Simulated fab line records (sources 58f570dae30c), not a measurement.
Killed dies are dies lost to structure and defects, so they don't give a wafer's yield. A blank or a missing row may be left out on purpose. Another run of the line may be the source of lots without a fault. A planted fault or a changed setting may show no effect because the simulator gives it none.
fab line records	flow berkeley_cmos170
[record] lots = 5	wafers = 23
route steps=331 shown GATE@127 PLDD@146 NLDD@167 BACKSIDE@201 CONTACT@217 M1@238 V1@264 V2@301
start_h: hours from the record's opening day to when the first of the lot's shown wafers began	wait_h: time in hours since the lot's previous step	" same as the row above	L1.1+2: several wafers, shown together as one row	- no value, or no start given	* or withheld: withheld	< > ~ a bound
route shown NAME@n: NAME is a module with steps in the file, n the number in the route of the first one	usual: mean/standard deviation taken from wafers without a fault	same: alike in all rows	chamber/n: place in a boat	sites: each site's reading	_std_site: standard deviation across them	_edge_site: the outer-site mean with the inner-site mean subtracted	radius_mm: for every site, how far away it sits from the centre of the wafer	mask NAME#n: copy n	behind: the tool/chamber that last shaped the wafer	hold: why the lot was held/for how many hours/how that ended	device: the transistor (n, p or np) that didn't switch	end of line: tests run on the same wafers once the route is complete	a step with no rows: only its recipe	killed: count of dies lost to structure and defects at first sort (not the wafer's yield)	map: per-die view of a wafer (x killed, . not killed, _ where there is no die)
set.NAME: the setting as run; set.NAME@STEP: as run at that earlier step	model.NAME: the simulator's own value behind a step, which no gauge read
one table per step and one row per wafer, for lots whose settings were changed on purpose
[[steps]]
[step UCB170_GATE_OXIDATION_01]
[recipe] temp_c = 850	ambient = O2	target_thk_a = 66	ox_time_s = 1800
lot.wafer	tool	chamber	start_h	wait_h	set.temp_c	model.SiO2_of_GATE_OXIDATION_01.thk_nm
L074.1	furnace-01	0	139.15	9.5	850	6.519
L074.2	"	0	"	"	850	6.387
L074.6	"	0	"	"	850	6.542
L076.2	-	-	-	3.7	869.5	8.371
L076.3	"	-	"	"	869.5	8.244
L076.4	"	-	"	"	869.5	8.353
L076.5	"	-	"	"	869.5	8.255
L076.6	"	-	"	"	869.5	8.237
L078.1	-	-	-	2.8	850	6.602
L078.2	"	-	"	"	850	6.514
L078.4	"	-	"	"	850	6.574
L078.5	"	-	"	"	850	6.629
L078.6	"	-	"	"	850	6.58
L082.1	-	-	-	3.6	824.8	4.705
L082.3	"	-	"	"	824.8	4.492
L082.4	"	-	"	"	824.8	4.565
L082.5	"	-	"	"	824.8	4.668
L082.6	"	-	"	"	824.8	4.606
L083.1	-	-	-	3.6	843	5.723
L083.2	"	-	"	"	843	5.793
L083.4	"	-	"	"	843	5.739
L083.5	"	-	"	"	843	5.828
L083.6	"	-	"	"	843	5.766
[step UCB170_GATE_THK_MEAS_02]
[recipe] reads = SiO2_of_GATE_OXIDATION_01
[usual] GATE_OXIDE_THK = 6.52/0.11
lot.wafer	tool	chamber	start_h	wait_h	set.temp_c@GATE_OXIDATION_01	GATE_OXIDE_THK[nm]
L074.1	film_metro-01	-	140.65	0.0	850	6.53
L074.2	"	-	"	"	850	6.41
L074.6	"	-	"	"	850	6.57
L076.2	film_metro-02	-	-	-	869.5	8.36
L076.3	"	-	"	"	869.5	8.20
L076.4	"	-	"	"	869.5	8.32
L076.5	"	-	"	"	869.5	8.22
L076.6	"	-	"	"	869.5	8.19
L078.1	film_metro-02	-	-	-	850	6.64
L078.2	"	-	"	"	850	6.57
L078.4	"	-	"	"	850	6.61
L078.5	"	-	"	"	850	6.66
L078.6	"	-	"	"	850	6.55
L083.1	film_metro-01	-	-	-	843	5.69
L083.2	"	-	"	"	843	5.78
L083.4	"	-	"	"	843	5.72
L083.5	"	-	"	"	843	5.85
L083.6	"	-	"	"	843	5.74
L082.1	film_metro-01	-	-	-	824.8	4.74
L082.3	"	-	"	"	824.8	4.47
L082.4	"	-	"	"	824.8	4.57
L082.5	"	-	"	"	824.8	4.72
L082.6	"	-	"	"	824.8	4.60
[step UCB170_PLDD_COAT_01]
[recipe] resist = KrF	spin_rpm = 1500	resist_thk_nm = 900
lot.wafer	tool	chamber	start_h	wait_h	set.resist_thk_nm	model.KrF_of_PLDD_COAT_01.thk_nm
L074.1	litho_track-01	0	149.71	0.1	900	902.8
L074.2	"	0	"	"	900	900.5
L074.6	"	0	"	"	900	903.4
L076.2	litho_track-02	0	157.45	0.1	900	905.1
L076.3	"	0	"	"	900	905.3
L076.4	"	0	"	"	923.9	927.7
L076.5	"	0	"	"	900	903.7
L076.6	"	0	"	"	923.9	929.1
L078.1	litho_track-04	0	168.93	0.1	900	902.1
L078.2	"	0	"	"	873.5	874.6
L078.4	"	0	"	"	900	900.9
L078.5	"	0	"	"	873.5	875.1
L078.6	"	0	"	"	900	899.7
L082.1	litho_track-04	0	180.44	0.1	900	901.5
L082.3	"	0	"	"	873.3	871.4
L082.4	"	0	"	"	873.3	873
L082.5	"	0	"	"	900	899.8
L082.6	"	0	"	"	900	899.7
L083.1	litho_track-01	0	181.29	0.1	900	903.9
L083.2	"	0	"	"	931.7	934.2
L083.4	"	0	"	"	900	903.2
L083.5	"	0	"	"	900	903.1
L083.6	"	0	"	"	931.7	935
[step UCB170_PLDD_SOFTBAKE_02]
[recipe] resist = KrF	temp_c = 130	time_s = 60
[step UCB170_PLDD_EXPOSE_03]
[recipe] mask_id = PSELECT	na = 0.5	sigma_outer = 0.6	source_shape = conventional	target_cd_nm = 1200	dose_mj = 30
[step UCB170_PLDD_IMPLANT_08]
[recipe] species = BF2	dose_cm2 = 5e+13	energy_kev = 10	tilt_deg = 7	rotation_deg = 0
[step UCB170_PLDD_IMPLANT_09]
[recipe] species = BF2	dose_cm2 = 5e+13	energy_kev = 10	tilt_deg = 7	rotation_deg = 180
[step UCB170_PLDD_STRIP_10]
[recipe] chemistry = O2	power_w = 400	pressure_mtorr = 3500	platen_temp_c = withheld	o2_flow_sccm = 400	overash_fraction = 0.5
[usual] strip_time_to_endpoint_s = 21.66/0.054
lot.wafer	tool	chamber	start_h	wait_h	set.resist_thk_nm@PLDD_COAT_01	strip_time_to_endpoint_s
L074.1	plasma_asher-03	0	151.42	0.1	900	21.70
L074.2	"	1	"	"	900	21.64
L074.6	"	0	"	"	900	21.71
L076.2	plasma_asher-04	1	159.05	0.1	900	21.77
L076.3	"	0	"	"	900	21.76
L076.4	"	1	"	"	923.9	22.29
L076.5	"	0	"	"	900	21.70
L076.6	"	1	"	"	923.9	22.33
L078.1	plasma_asher-01	1	170.48	0.1	900	21.68
L078.2	"	0	"	"	873.5	21.01
L078.4	"	0	"	"	900	21.66
L078.5	"	1	"	"	873.5	21.04
L078.6	"	0	"	"	900	21.62
L082.1	plasma_asher-01	1	181.99	0.1	900	21.67
L082.3	"	0	"	"	873.3	20.94
L082.4	"	1	"	"	873.3	20.98
L082.5	"	0	"	"	900	21.61
L082.6	"	1	"	"	900	21.63
L083.1	plasma_asher-03	1	183.44	0.1	900	21.72
L083.2	"	0	"	"	931.7	22.45
L083.4	"	1	"	"	900	21.71
L083.5	"	1	"	"	900	21.72
L083.6	"	0	"	"	931.7	22.46
[step UCB170_NLDD_IMPLANT_09]
[recipe] species = As	dose_cm2 = 5e+13	energy_kev = 30	tilt_deg = 7	rotation_deg = 180
lot.wafer	tool	chamber	start_h	wait_h	set.dose_cm2
L074.1+2+6	implanter-04	0	155.10	0.1	5e+13
L076.2+3+6	implanter-04	0	161.09	0.1	4.857e+13
L076.4+5	"	0	"	"	5e+13
L078.1+4+5	implanter-04	0	172.66	0.1	5e+13
L078.2+6	"	0	"	"	5.317e+13
L082.1+6	implanter-04	0	184.79	0.1	5e+13
L082.3+4+5	"	0	"	"	4.669e+13
L083.1+2+4+5+6	implanter-02	0	185.97	0.1	5e+13
[step UCB170_BACKSIDE_SOFTBAKE_02]
[recipe] resist = KrF	temp_c = 130	time_s = 60
lot.wafer	tool	chamber	start_h	wait_h	set.time_s
L074.1+2+6	litho_track-01	0	165.71	0.1	60
L076.2+5	litho_track-04	0	174.94	0.1	60
L076.3+4+6	"	0	"	"	62.82
L078.1+4	litho_track-02	0	184.06	0.1	60
L078.2+5+6	"	0	"	"	63.88
L082.1+3+5	litho_track-04	0	195.37	0.1	54.41
L082.4+6	"	0	"	"	60
L083.1+2+4+5+6	litho_track-02	0	195.54	0.1	60
[step UCB170_BACKSIDE_STRIP_03]
[recipe] chemistry = O2	power_w = 400	pressure_mtorr = 3500	platen_temp_c = withheld	o2_flow_sccm = 400	overash_fraction = 0.5
[step UCB170_BACKSIDE_CLEAN_04]
[recipe] chemistry = SPM	temp_c = 120	time_s = 600
[step UCB170_SDANNEAL_RS_MEAS_05]
[recipe] thk_meas_gauge = four-point-probe
[usual] NLDD_RS = 615.5/1.3
lot.wafer	tool	chamber	start_h	wait_h	set.dose_cm2@NLDD_IMPLANT_09	NLDD_RS[ohm/sq]
L074.1	film_metro-04	-	166.66	0.1	5e+13	615.8
L074.2	"	-	"	"	5e+13	614.4
L074.6	"	-	"	"	5e+13	615.0
L076.2	film_metro-01	-	175.86	0.1	4.857e+13	619.0
L076.3	"	-	"	"	4.857e+13	621.2
L076.4	"	-	"	"	5e+13	613.8
L076.5	"	-	"	"	5e+13	614.5
L076.6	"	-	"	"	4.857e+13	621.2
L078.1	film_metro-04	-	185.09	0.1	5e+13	616.1
L078.2	"	-	"	"	5.317e+13	604.8
L078.4	"	-	"	"	5e+13	615.9
L078.5	"	-	"	"	5e+13	616.9
L078.6	"	-	"	"	5.317e+13	602.4
L082.1	film_metro-03	-	196.28	0.1	5e+13	614.8
L082.3	"	-	"	"	4.669e+13	627.3
L082.4	"	-	"	"	4.669e+13	628.4
L082.5	"	-	"	"	4.669e+13	628.7
L082.6	"	-	"	"	5e+13	614.6
L083.1	film_metro-04	-	196.45	0.1	5e+13	617.5
L083.2	"	-	"	"	5e+13	615.3
L083.4	"	-	"	"	5e+13	616.6
L083.5	"	-	"	"	5e+13	617.7
L083.6	"	-	"	"	5e+13	615.5
[step UCB170_CONTACT_CVD_01]
[recipe] material = PSG	target_thk_nm = 700	temp_c = 450	precursor = SiH4/O2/PH3	time_s = 2820	pressure_mtorr = 300	sih4_flow_sccm = 60	o2_flow_sccm = 90	ph3_flow_sccm = 25
lot.wafer	tool	chamber	start_h	wait_h	set.pressure_mtorr	model.PSG_of_CONTACT_CVD_01.thk_nm
L074.1	lpcvd-01	1	167.33	0.0	300	704.3
L074.2	"	1	"	"	300	701.9
L074.6	"	1	"	"	300	693.9
L076.2	-	-	-	1.1	313.8	723.5
L076.3	"	-	"	"	313.8	724.7
L076.4	"	-	"	"	313.8	726.3
L076.5	"	-	"	"	313.8	720.1
L076.6	"	-	"	"	313.8	720.4
L078.1	-	-	-	0.0	269.7	670
L078.2+4	"	-	"	"	269.7	-
L078.5	"	-	"	"	269.7	673.8
L078.6	"	-	"	"	269.7	673.3
L082.1	-	-	-	1.6	300	699.4
L082.3+5	"	-	"	"	300	-
L082.4	"	-	"	"	300	700.1
L082.6	"	-	"	"	300	694.6
L083.1+4+6	-	-	-	1.4	274.8	-
L083.2	"	-	"	"	274.8	669.7
L083.5	"	-	"	"	274.8	669.6
[step UCB170_CONTACT_THK_MEAS_02]
[recipe] reads = PSG_of_CONTACT_CVD_01
[usual] CONTACT_PSG_THK = 702/4.9
lot.wafer	tool	chamber	start_h	wait_h	set.pressure_mtorr@CONTACT_CVD_01	CONTACT_PSG_THK[nm]
L074.1	film_metro-03	-	169.11	0.0	300	705
L074.2	"	-	"	"	300	702
L074.6	"	-	"	"	300	694
L076.2	film_metro-01	-	-	-	313.8	723
L076.3	"	-	"	"	313.8	725
L076.4	"	-	"	"	313.8	726
L076.5	"	-	"	"	313.8	720
L076.6	"	-	"	"	313.8	720
L078.1	film_metro-03	-	-	-	269.7	670
L078.2	"	-	"	"	269.7	670
L078.4	"	-	"	"	269.7	674
L078.5	"	-	"	"	269.7	673
L078.6	"	-	"	"	269.7	673
L082.1	film_metro-03	-	-	-	300	699
L082.3	"	-	"	"	300	697
L082.4	"	-	"	"	300	701
L082.5	"	-	"	"	300	698
L082.6	"	-	"	"	300	695
L083.1	film_metro-02	-	-	-	274.8	674
L083.2	"	-	"	"	274.8	670
L083.4	"	-	"	"	274.8	669
L083.5	"	-	"	"	274.8	670
L083.6	"	-	"	"	274.8	669
[step UCB170_M1_SPUTTER_00]
[recipe] material = Al	target_thk_nm = 600	time_s = 80	power_w = 6000	chamber_pressure_pa = 0.5
lot.wafer	tool	chamber	start_h	wait_h	set.power_w	model.Al_of_M1_SPUTTER_00.thk_nm
L074.1	pvd_sputter-02	-	173.48	0.0	6000	600.3
L074.2	"	-	"	"	6000	601.4
L074.6	"	-	"	"	6000	596.2
L076.2	pvd_sputter-04	-	183.73	0.0	6000	588.8
L076.3	"	-	"	"	6000	597.6
L076.4	"	-	"	"	6000	597.4
L076.5	"	-	"	"	6000	596.6
L076.6	"	-	"	"	6000	588.9
L078.1	pvd_sputter-02	-	190.59	0.0	6000	593.5
L078.2	"	-	"	"	6523	644.6
L078.4	"	-	"	"	6523	645.9
L078.5	"	-	"	"	6000	595.4
L078.6	"	-	"	"	6000	597.5
L082.1	pvd_sputter-02	-	203.63	0.0	6000	603.6
L082.3	"	-	"	"	5546	570.1
L082.4	"	-	"	"	6000	607
L082.5	"	-	"	"	5546	563.6
L082.6	"	-	"	"	6000	615.1
L083.1	pvd_sputter-04	-	205.11	0.0	6633	652.6
L083.2	"	-	"	"	6000	597.7
L083.4	"	-	"	"	6633	664.8
L083.5	"	-	"	"	6000	593.1
L083.6	"	-	"	"	6633	663.1
[step UCB170_M1_RS_MEAS_01]
[recipe] thk_meas_gauge = four-point-probe	reads = Al_of_M1_SPUTTER_00
[usual] M1_AL_RS = 0.0485/0.00065
lot.wafer	tool	chamber	start_h	wait_h	set.power_w@M1_SPUTTER_00	M1_AL_RS[ohm/sq]
L074.1	film_metro-03	-	173.54	0.0	6000	0.0485
L074.2	"	-	"	"	6000	0.0484
L074.6	"	-	"	"	6000	0.0488
L076.2	film_metro-04	-	183.82	0.1	6000	0.0495
L076.3	"	-	"	"	6000	0.0488
L076.4	"	-	"	"	6000	0.0487
L076.5	"	-	"	"	6000	0.0489
L076.6	"	-	"	"	6000	0.0495
L078.1	film_metro-03	-	190.66	0.0	6000	0.0491
L078.2	"	-	"	"	6523	0.0451
L078.4	"	-	"	"	6523	0.0450
L078.5	"	-	"	"	6000	0.0489
L078.6	"	-	"	"	6000	0.0488
L082.1	film_metro-01	-	203.69	0.0	6000	0.0481
L082.3	"	-	"	"	5546	0.0511
L082.4	"	-	"	"	6000	0.0479
L082.5	"	-	"	"	5546	0.0517
L082.6	"	-	"	"	6000	0.0473
L083.1	film_metro-04	-	205.18	0.0	6633	0.0446
L083.2	"	-	"	"	6000	0.0487
L083.4	"	-	"	"	6633	0.0437
L083.5	"	-	"	"	6000	0.0491
L083.6	"	-	"	"	6633	0.0439
[step UCB170_M1_THK_MEAS_02]
[recipe] thk_meas_gauge = xrf	reads = Al_of_M1_SPUTTER_00
[usual] M1_AL_THK = 593/9.8
lot.wafer	tool	chamber	start_h	wait_h	set.power_w@M1_SPUTTER_00	M1_AL_THK[nm]
L074.1	film_metro-03	-	173.66	0.1	6000	584
L074.2	"	-	"	"	6000	588
L074.6	"	-	"	"	6000	583
L076.2	film_metro-04	-	183.93	0.1	6000	584
L076.3	"	-	"	"	6000	589
L076.4	"	-	"	"	6000	590
L076.5	"	-	"	"	6000	590
L076.6	"	-	"	"	6000	581
L078.1	film_metro-03	-	190.78	0.1	6000	580
L078.2	"	-	"	"	6523	632
L078.4	"	-	"	"	6523	630
L078.5	"	-	"	"	6000	585
L078.6	"	-	"	"	6000	588
L082.1	film_metro-01	-	203.81	0.1	6000	601
L082.3	"	-	"	"	5546	567
L082.4	"	-	"	"	6000	603
L082.5	"	-	"	"	5546	561
L082.6	"	-	"	"	6000	609
L083.1	film_metro-04	-	205.30	0.1	6633	641
L083.2	"	-	"	"	6000	593
L083.4	"	-	"	"	6633	660
L083.5	"	-	"	"	6000	583
L083.6	"	-	"	"	6633	660
[step UCB170_M1_ETCH_11]
[recipe] chemistry = N2/H2	target_depth_a = withheld	overetch_a = withheld	target = BARC	time_s = withheld	source_w = 500	bias_w = 100	pressure_mtorr = 30	n2_flow_sccm = 100	h2_flow_sccm = 200
lot.wafer	tool	chamber	start_h	wait_h	set.pressure_mtorr
L074.1+2+6	rie_diel-02	0,1,1	175.06	0.0	30
L076.2+3+4+5+6	rie_diel-04	2,0,3,0,1	186.15	0.0	32.19
L078.1+2+4+5+6	rie_diel-01	0,3,0,3,1	192.98	0.0	32.23
L082.1+3+4+5+6	rie_diel-04	0,3,0,2,3	204.90	0.0	26
L083.1+2+4+5+6	rie_diel-01	3,0,3,0,1	207.18	0.0	32.62
[step UCB170_M1_METAL_ETCH_12]
[recipe] chemistry = Cl2/BCl3	target = Al	stop_on = PSG	pressure_mtorr = 12	target_depth_a = 7800	over_etch_frac = 0.3	time_s = 130	icp_w = 600	bias_w = 120	Cl2_flow_sccm = 90	bcl3_flow_sccm = 45
[usual] oes_product_au = 0.846/0.012
lot.wafer	tool	chamber	start_h	wait_h	set.power_w@M1_SPUTTER_00	oes_product_au
L074.1	rie_metal-02	0	175.10	-	6000	0.861
L074.2	"	0	"	"	6000	0.866
L074.6	"	0	"	"	6000	0.848
L076.2	rie_metal-01	0	186.19	-	6000	0.841
L076.3	"	1	"	"	6000	0.843
L076.4	"	0	"	"	6000	0.850
L076.5	"	0	"	"	6000	0.849
L076.6	"	1	"	"	6000	0.835
L078.1	rie_metal-02	0	193.03	-	6000	0.854
L078.2	"	1	"	"	6523	0.868
L078.4	"	1	"	"	6523	0.860
L078.5	"	1	"	"	6000	0.833
L078.6	"	0	"	"	6000	0.856
L082.1	rie_metal-04	1	204.94	-	6000	0.848
L082.3	"	0	"	"	5546	0.819
L082.4	"	1	"	"	6000	0.855
L082.5	"	1	"	"	5546	0.825
L082.6	"	0	"	"	6000	0.856
L083.1	rie_metal-04	1	207.23	-	6633	0.886
L083.2	"	0	"	"	6000	0.827
L083.4	"	0	"	"	6633	0.885
L083.5	"	1	"	"	6000	0.842
L083.6	"	0	"	"	6633	0.883
[step UCB170_V1_PEB_10]
[recipe] peb_temp_c = 130	peb_time_s = withheld	resist = KrF
lot.wafer	tool	chamber	start_h	wait_h	set.peb_temp_c
L074.1+2+6	litho_track-01	0	179.51	0.1	130
L076.2+3+4	litho_track-01	0	189.72	0.4	131.3
L076.5+6	"	0	"	"	130
L078.1+4+6	litho_track-02	0	197.11	0.1	128.6
L078.2+5	"	0	"	"	130
L082.1+4	litho_track-01	0	211.20	0.4	128.6
L082.3+5+6	"	0	"	"	130
L083.1+5+6	litho_track-03	0	214.30	0.8	130
L083.2+4	"	0	"	"	127.4
[step UCB170_V1_DEVELOP_11]
[recipe] developer = TMAH	develop_time_s = 45	resist = KrF	dev_temp_c = 21
[step UCB170_V1_CD_MEAS_12]
[recipe] target_cd_nm = 700
[usual] cd_nm = 700.1/1.2
lot.wafer	tool	chamber	start_h	wait_h	set.peb_temp_c@V1_PEB_10	cd_nm
L074.1	cd_sem-01	-	180.20	-	130	701.4
L074.2	"	-	"	"	130	701.4
L074.6	"	-	"	"	130	701.6
L076.2	cd_sem-02	-	189.99	-	131.3	707.5
L076.3	"	-	"	"	131.3	707.6
L076.4	"	-	"	"	131.3	708.3
L076.5	"	-	"	"	130	699.9
L076.6	"	-	"	"	130	701.0
L078.1	cd_sem-02	-	197.39	-	128.6	689.5
L078.2	"	-	"	"	130	700.9
L078.4	"	-	"	"	128.6	691.0
L078.5	"	-	"	"	130	699.6
L078.6	"	-	"	"	128.6	690.4
L082.1	cd_sem-01	-	211.48	-	128.6	690.8
L082.3	"	-	"	"	130	700.9
L082.4	"	-	"	"	128.6	690.6
L082.5	"	-	"	"	130	700.6
L082.6	"	-	"	"	130	701.3
L083.1	cd_sem-01	-	214.57	-	130	700.7
L083.2	"	-	"	"	127.4	682.3
L083.4	"	-	"	"	127.4	680.9
L083.5	"	-	"	"	130	701.8
L083.6	"	-	"	"	130	701.2
[step UCB170_V1_ETCH_14]
[recipe] chemistry = CHF3/CF4/Ar	target = SiO2	stop_on = Al	CHF3_flow_sccm = 45	cf4_flow_sccm = 15	Ar_flow_sccm = 150	pressure_mtorr = 200	rf_w = 700	target_depth_a = 12500	over_etch_frac = 0.25	time_s = 291
lot.wafer	tool	chamber	start_h	wait_h	set.peb_temp_c@V1_PEB_10	model.V1.cd_nm
L074.1	rie_diel-01	1	180.35	0.0	130	700.9
L074.2	"	0	"	"	130	702
L074.6	"	0	"	"	130	701.8
L076.2	rie_diel-01	0	190.13	0.0	131.3	708.2
L076.3	"	1	"	"	131.3	707.5
L076.4	"	3	"	"	131.3	710.1
L076.5	"	0	"	"	130	700.3
L076.6	"	1	"	"	130	701.5
L078.1	rie_diel-01	3	197.54	0.0	128.6	691.1
L078.2	"	1	"	"	130	699.9
L078.4	"	0	"	"	128.6	690.8
L078.5	"	3	"	"	130	700.8
L078.6	"	1	"	"	128.6	689.4
L082.1+4	rie_diel-03	3,1	211.63	0.0	128.6	690.7
L082.3	"	0	"	"	130	702
L082.5	"	2	"	"	130	699.4
L082.6	"	3	"	"	130	701.6
L083.1	rie_diel-01	0	214.73	0.0	130	701
L083.2	"	1	"	"	127.4	681.6
L083.4	"	1	"	"	127.4	680.7
L083.5	"	0	"	"	130	701.3
L083.6	"	3	"	"	130	701.8
[step UCB170_V1_STRIP_15]
[recipe] chemistry = O2	power_w = 400	pressure_mtorr = 3500	platen_temp_c = withheld	o2_flow_sccm = 400	overash_fraction = 0.5
[step UCB170_V1_CD_MEAS_90]
[recipe] target_cd_nm = 700
[usual] cd_nm = 700.2/1.6
lot.wafer	tool	chamber	start_h	wait_h	set.peb_temp_c@V1_PEB_10	cd_nm
L074.1	cd_sem-01	-	180.80	0.2	130	701.0
L074.2	"	-	"	"	130	701.6
L074.6	"	-	"	"	130	701.9
L076.2	cd_sem-02	-	190.42	0.1	131.3	708.2
L076.3	"	-	"	"	131.3	707.6
L076.4	"	-	"	"	131.3	710.1
L076.5	"	-	"	"	130	700.6
L076.6	"	-	"	"	130	701.5
L078.1	cd_sem-02	-	197.82	0.1	128.6	691.0
L078.2	"	-	"	"	130	699.9
L078.4	"	-	"	"	128.6	690.9
L078.5	"	-	"	"	130	701.0
L078.6	"	-	"	"	128.6	689.5
L082.1	cd_sem-01	-	211.91	0.1	128.6	690.7
L082.3	"	-	"	"	130	702.2
L082.4	"	-	"	"	128.6	691.0
L082.5	"	-	"	"	130	699.2
L082.6	"	-	"	"	130	701.6
L083.1	cd_sem-02	-	215.00	0.1	130	700.9
L083.2	"	-	"	"	127.4	681.5
L083.4	"	-	"	"	127.4	681.0
L083.5	"	-	"	"	130	701.4
L083.6	"	-	"	"	130	701.9
[step UCB170_V2_EXPOSE_09]
[recipe] mask_id = VIA2	target_cd_nm = 700	na = 0.5	sigma_outer = 0.6	source_shape = conventional	dose_mj = 37
lot.wafer	tool	chamber	start_h	wait_h	mask	set.dose_mj
L074.1+2+6	krf_scanner-02	0	186.86	0.1	VIA2#0	37
L076.2+3+4+5+6	krf_scanner-02	0	196.09	0.1	VIA2#0	37
L078.1+4+5	krf_scanner-02	0	202.45	0.1	VIA2#0	38.53
L078.2+6	"	0	"	"	VIA2#0	37
L082.1+3+4	krf_scanner-01	0	218.58	0.2	VIA2#0	38.59
L082.5+6	"	0	"	"	VIA2#0	37
L083.1+2+4+5+6	krf_scanner-01	0	220.01	0.1	VIA2#0	37
[[key]]
[split] step = UCB170_GATE_OXIDATION_01	setting = temp_c	stated = 850	by = lot
[response] step = UCB170_GATE_OXIDATION_01	reading = model.SiO2_of_GATE_OXIDATION_01.thk_nm	change = +0.707	per = 1%	r = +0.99
[response] step = UCB170_GATE_THK_MEAS_02	reading = GATE_OXIDE_THK	change = +0.7	per = 1%	r = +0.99
[split] step = UCB170_PLDD_COAT_01	setting = resist_thk_nm	stated = 900	by = wafer
[response] step = UCB170_PLDD_COAT_01	reading = model.KrF_of_PLDD_COAT_01.thk_nm	change = +9.02	per = 1%	r = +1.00
[response] step = UCB170_PLDD_STRIP_10	reading = strip_time_to_endpoint_s	change = *	per = 1%	r = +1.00
[split] step = UCB170_NLDD_IMPLANT_09	setting = dose_cm2	stated = 5e+13	by = wafer
[response] step = UCB170_SDANNEAL_RS_MEAS_05	reading = NLDD_RS	change = -2.03	per = 1%	r = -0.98
[split] step = UCB170_BACKSIDE_SOFTBAKE_02	setting = time_s	stated = 60	by = wafer
response none clear
[split] step = UCB170_CONTACT_CVD_01	setting = pressure_mtorr	stated = 300	by = lot
[response] step = UCB170_CONTACT_CVD_01	reading = model.PSG_of_CONTACT_CVD_01.thk_nm	change = +3.53	per = 1%	r = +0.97
[response] step = UCB170_CONTACT_THK_MEAS_02	reading = CONTACT_PSG_THK	change = +3.48	per = 1%	r = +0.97
[split] step = UCB170_M1_SPUTTER_00	setting = power_w	stated = 6000	by = wafer
[response] step = UCB170_M1_SPUTTER_00	reading = model.Al_of_M1_SPUTTER_00.thk_nm	change = +5.86	per = 1%	r = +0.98
[response] step = UCB170_M1_RS_MEAS_01	reading = M1_AL_RS	change = -0.000458	per = 1%	r = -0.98
[response] step = UCB170_M1_THK_MEAS_02	reading = M1_AL_THK	change = +5.76	per = 1%	r = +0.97
[response] step = UCB170_M1_METAL_ETCH_12	reading = oes_product_au	change = +0.00373	per = 1%	r = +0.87
[split] step = UCB170_M1_ETCH_11	setting = pressure_mtorr	stated = 30	by = lot
response none clear
[split] step = UCB170_V1_PEB_10	setting = peb_temp_c	stated = 130	by = wafer
[response] step = UCB170_V1_CD_MEAS_12	reading = cd_nm	change = +9.32	per = 1%	r = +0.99
[response] step = UCB170_V1_ETCH_14	reading = model.V1.cd_nm	change = +9.54	per = 1%	r = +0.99
[response] step = UCB170_V1_CD_MEAS_90	reading = cd_nm	change = +9.53	per = 1%	r = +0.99
[split] step = UCB170_V2_EXPOSE_09	setting = dose_mj	stated = 37	by = wafer
response none in this file
